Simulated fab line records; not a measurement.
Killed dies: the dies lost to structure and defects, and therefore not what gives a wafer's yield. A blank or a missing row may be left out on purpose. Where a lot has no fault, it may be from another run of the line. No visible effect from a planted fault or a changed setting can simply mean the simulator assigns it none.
2 desks looking at one fault || flow berkeley_cmos170 || numbers are kept per desk, each desk with only its own; the story behind them comes last

## THE METROLOGY DESK
Means of the sampled wafers that have a number, per lot and without regard to the tool the lot ran on: this is what the gauges read. Any lot whose mean is over 4 standard deviations away from the usual mean is out of limits and marked OUT; that distance is given in the brackets.
Columns: A = cd_nm at UCB170_CONTACT_CD_MEAS_90, usual 700.1 nm; B = M1_AL_RS at UCB170_M1_RS_MEAS_01, usual 0.0485 ohm/sq; C = M1_AL_THK at UCB170_M1_THK_MEAS_02, usual 586 nm; D = cd_nm at UCB170_M1_CD_MEAS_09, usual 700.0 nm
{"lot": "L906", "first seen here": "day 7 23:40", "A": 699.3, "B": 0.0485, "C": 588, "D": 699.9}
{"lot": "L910", "first seen here": "day 8 04:52", "A": 700.0, "B": 0.0488, "C": 585, "D": 700.2}
{"lot": "L917", "first seen here": "day 9 16:31", "A": 699.4, "B": 0.0478, "C": 592, "D": "-"}
{"lot": "L918", "first seen here": "day 9 19:39", "A": 700.3, "B": 0.0484, "C": 590, "D": "-"}
{"lot": "L923", "first seen here": "day 10 20:23", "A": 701.3, "B": 0.0487, "C": 585, "D": 699.7}
{"lot": "L928", "first seen here": "day 12 03:31", "A": 700.3, "B": 0.0488, "C": 583, "D": 701.9}
This desk's verdict: no lot among the 6 shows anything out of limits.

## THE TOOL OWNER'S DESK: litho_track-01
The tool's own readings at UCB170_M1_DEVELOP_08 (develop time 45 s): means of the sampled wafers that have a number, for each lot that ran on this tool. Any lot whose mean is over 4 standard deviations away from the usual mean is out of limits and marked OUT; that distance is given in the brackets.
Columns: A = chill_plate_temp_C at UCB170_M1_DEVELOP_08, usual 23.02 C; B = resist_line_temp_C at UCB170_M1_DEVELOP_08, usual 22.98 C
{"lot": "L910", "first seen here": "day 8 06:00", "A": 22.82, "B": 22.95}
This desk's finding: nothing out of limits on the one lot.

## BROUGHT TOGETHER
At the metrology desk, nothing out of limits was observed.
The tool owner's desk saw nothing out of limits.

## WHAT THE SIMULATOR PUT IN
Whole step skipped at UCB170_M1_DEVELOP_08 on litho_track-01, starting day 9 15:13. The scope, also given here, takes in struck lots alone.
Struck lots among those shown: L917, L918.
